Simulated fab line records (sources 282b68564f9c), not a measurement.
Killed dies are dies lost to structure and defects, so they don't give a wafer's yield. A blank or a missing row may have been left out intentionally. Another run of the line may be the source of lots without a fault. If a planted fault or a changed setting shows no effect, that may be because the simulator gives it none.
Split-lot experiment -- flow rit-cmos -- route with 202 steps; 5 lots, 23 wafers read

ABOUT THE SPLIT
At RIT_ACTIVE_EXPOSE_08 (exposes mask M1, target cd 1400 nm), the setting dose-mj was moved away from the recipe's 225 on 11 of the 23 wafers read, by -7.0% to +3.9%. For the rest of the wafers, this setting stayed at what the recipe calls for.

FROM THE SPLIT TO THE READING: what the file shows between them, 6 steps
- RIT_ACTIVE_PEB_09
- RIT_ACTIVE_DEVELOP_10: develop time 50 s
- RIT_ACTIVE_CD_MEAS_11: target cd 1400 nm
- RIT_ACTIVE_HARDBAKE_12: time 60 s
- RIT_ACTIVE_ETCH_13: etches Si3N4 in SF6, stops on SiO2, time 210 s, target depth 210 nm
- RIT_ACTIVE_STRIP_14: strips in O2, time 180 s (also split here: pressure-mtorr)

THE READING
cd-nm (nm) at RIT_ACTIVE_CD_MEAS_90, where the cd target is 1400 nm. Typical for fault-free wafers on this fab line: 1399.9 nm, with standard deviation 2.1 nm.

wafer,"tool, chamber at the split",dose-mj as run,against the recipe,"cd-nm, nm",against lot-mates on the recipe
L075.1,"iline-stepper-02, 0",225,recipe,1402.2,-
L075.2,"iline-stepper-02, 0",233.8,+3.9%,1389.9,-11.5
L075.4,"iline-stepper-02, 0",225,recipe,1400.6,-
L075.5,"iline-stepper-02, 0",233.8,+3.9%,1392.3,-9.1
L075.6,"iline-stepper-02, 0",233.8,+3.9%,1389.1,-12.3
L078.1,"iline-stepper-01, 0",209.3,-7.0%,1420.4,+21.7
L078.2,"iline-stepper-01, 0",209.3,-7.0%,1422.6,+23.9
L078.3,"iline-stepper-01, 0",225,recipe,1400.2,-
L078.5,"iline-stepper-01, 0",225,recipe,1397.2,-
L078.6,"iline-stepper-01, 0",209.3,-7.0%,1422.8,+24.1
L081.1,"iline-stepper-01, 0",225,recipe,1394.3,-
L081.3,"iline-stepper-01, 0",225,recipe,1393.9,-
L081.6,"iline-stepper-01, 0",225,recipe,1393.4,-
L084.1,"iline-stepper-02, 0",219.5,-2.4%,1408.6,+7.8
L084.2,"iline-stepper-02, 0",219.5,-2.4%,1408.3,+7.5
L084.3,"iline-stepper-02, 0",225,recipe,1400.2,-
L084.4,"iline-stepper-02, 0",225,recipe,1401.5,-
L084.6,"iline-stepper-02, 0",219.5,-2.4%,1407.6,+6.8
L085.1,"iline-stepper-01, 0",225,recipe,1400.3,-
L085.3,"iline-stepper-01, 0",225,recipe,1399.9,-
L085.4,"iline-stepper-01, 0",218.7,-2.8%,1408.4,+8.5
L085.5,"iline-stepper-01, 0",225,recipe,1399.5,-
L085.6,"iline-stepper-01, 0",218.7,-2.8%,1408.2,+8.3

FIT RESULTS
A straight line over all 23 wafers: cd-nm changes by -3.03 nm for each +1% of dose-mj; r = -0.96; the points scatter about the line by 2.7 nm.
The same after taking each lot's own level away (the mean of its wafers on the recipe; 23 wafers): -3.15 nm for each +1%; r = -0.99; scatter 1.1 nm.
On that fit, the largest move of dose-mj shifts the reading by 22 nm.
Measured against the standard deviation above, the lots' own levels, which go from 1393.87 to 1401.40 nm, span 3.6 times it.
So the lot-to-lot level changes the slope little: the two slopes agree.
Check: +22.4 nm against its lot-mates is what the line predicts for one of the wafers moved furthest among these (-7.0%) when that wafer is left out of the fit. It came out at +21.7 nm against them.

OTHER SPLITS ON THESE WAFERS
Note: prior to the reading, these wafers also went through further splits. Each is held against what the fit with the lots' levels taken away leaves over:
other split on the same wafers,wafers away from the commonest value,r with cd-nm (lot level and that fit taken away)
RIT_ACTIVE_STRIP_14 pressure-mtorr,10,-0.13

THE WHOLE CHAIN: every reading that the file lists as answering this split, in the file's order
step,what it does,reading,change (the file's fit),r (the file's)
RIT_ACTIVE_CD_MEAS_11,target cd 1400 nm,cd-nm,-3.17 nm for each +1% of the setting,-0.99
RIT_ACTIVE_ETCH_13,"etches Si3N4 in SF6, stops on SiO2, time 210 s, target depth 210 nm","ACTIVE.cd-nm (the simulator's own value, which no gauge read)",-3.15 nm for each +1% of the setting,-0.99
RIT_ACTIVE_CD_MEAS_90,target cd 1400 nm,cd-nm,-3.17 nm for each +1% of the setting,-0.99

THE FILE'S OWN FIT
cd-nm changes by -3.17 nm for each +1% of dose-mj, r = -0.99.
